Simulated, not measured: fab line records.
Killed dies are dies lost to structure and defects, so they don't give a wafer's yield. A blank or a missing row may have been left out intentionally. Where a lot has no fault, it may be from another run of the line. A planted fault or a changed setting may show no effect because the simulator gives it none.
Which of the tools did it? :: flow rit_cmos :: 42 wafers sampled from 14 lots at 1 step of a route of 202

## WHAT THE GAUGES READ, wafer by wafer
The record holds no reading of a measuring or inspecting step that can be judged against a usual standard deviation.

## WHICH TOOL RAN EACH LOT (tool, then ch and the chambers of the sampled wafers, then the start)
lot: L253
RIT_PRETRO_DEVELOP_05: litho_track-04 ch 0, day 2 12:00

lot: L254
RIT_PRETRO_DEVELOP_05: litho_track-02 ch 0, day 2 18:00

lot: L255
RIT_PRETRO_DEVELOP_05: litho_track-02 ch 0, day 2 22:00

lot: L256
RIT_PRETRO_DEVELOP_05: litho_track-01 ch 0, day 3 05:00

lot: L257
RIT_PRETRO_DEVELOP_05: litho_track-01 ch 0, day 3 10:00

lot: L258
RIT_PRETRO_DEVELOP_05: litho_track-02 ch 0, day 3 14:00

lot: L259
RIT_PRETRO_DEVELOP_05: litho_track-02 ch 0, day 3 19:00

lot: L261
RIT_PRETRO_DEVELOP_05: litho_track-04 ch 0, day 4 07:00

lot: L264
RIT_PRETRO_DEVELOP_05: litho_track-01, day 4 20:00

lot: L265
RIT_PRETRO_DEVELOP_05: litho_track-01, day 5 02:00

lot: L272
RIT_PRETRO_DEVELOP_05: litho_track-04 ch 0, day 6 16:00

lot: L273
RIT_PRETRO_DEVELOP_05: litho_track-04 ch 0, day 6 20:00

lot: L274
RIT_PRETRO_DEVELOP_05: litho_track-01 ch 0, day 7 02:00

lot: L275
RIT_PRETRO_DEVELOP_05: litho_track-02 ch 0, day 7 06:00
- RIT_PRETRO_DEVELOP_05: develop time 68 s.

## WHAT THE TOOLS THEMSELVES READ (means of the sampled wafers that have a number; where no wafer has one, the mark that the record gives instead)
RIT_PRETRO_DEVELOP_05. Usual: 23.00 C for chill_plate_temp_C, sd 0.11.
lot: L253
tool: litho_track-04
chill_plate_temp_C (C): 23.03
flag: 

lot: L254
tool: litho_track-02
chill_plate_temp_C (C): 23.03
flag: 

lot: L255
tool: litho_track-02
chill_plate_temp_C (C): 22.90
flag: 

lot: L256
tool: litho_track-01
chill_plate_temp_C (C): 22.96
flag: 

lot: L257
tool: litho_track-01
chill_plate_temp_C (C): 23.08
flag: 

lot: L258
tool: litho_track-02
chill_plate_temp_C (C): 23.15
flag: 

lot: L259
tool: litho_track-02
chill_plate_temp_C (C): 22.94
flag: 

lot: L261
tool: litho_track-04
chill_plate_temp_C (C): 22.92
flag: 

lot: L264
tool: litho_track-01
chill_plate_temp_C (C): -
flag: OFF

lot: L265
tool: litho_track-01
chill_plate_temp_C (C): -
flag: OFF

lot: L272
tool: litho_track-04
chill_plate_temp_C (C): 22.97
flag: 

lot: L273
tool: litho_track-04
chill_plate_temp_C (C): 23.06
flag: 

lot: L274
tool: litho_track-01
chill_plate_temp_C (C): 23.13
flag: 

lot: L275
tool: litho_track-02
chill_plate_temp_C (C): 23.01
flag: 

## THE ANSWER, worked out from the rows above alone
Rule: a lot counts as off when the mean over its wafers that have a number is more than 3 standard deviations away from the usual mean. A lot without any number at a reading at which 4 lots or more have one is off too. All remaining lots with rows at the step are treated as sound. Order of review: gauges by route order, followed by the tools' own readings, for which a lot's mean as printed above is used. The first step at which some lot is off is used, and at that step the reading that is off furthest; a lot without a number counts as furthest.
Off: L264, L265 (RIT_PRETRO_DEVELOP_05, chill_plate_temp_C). Without a number there: L264, L265.
A tool fits if, at that step or a process step before it, it ran every lot that is off, and no sound lot after the first of them. Not one of the candidates tried fits.

## WHAT WAS PUT IN BY THE SIMULATOR
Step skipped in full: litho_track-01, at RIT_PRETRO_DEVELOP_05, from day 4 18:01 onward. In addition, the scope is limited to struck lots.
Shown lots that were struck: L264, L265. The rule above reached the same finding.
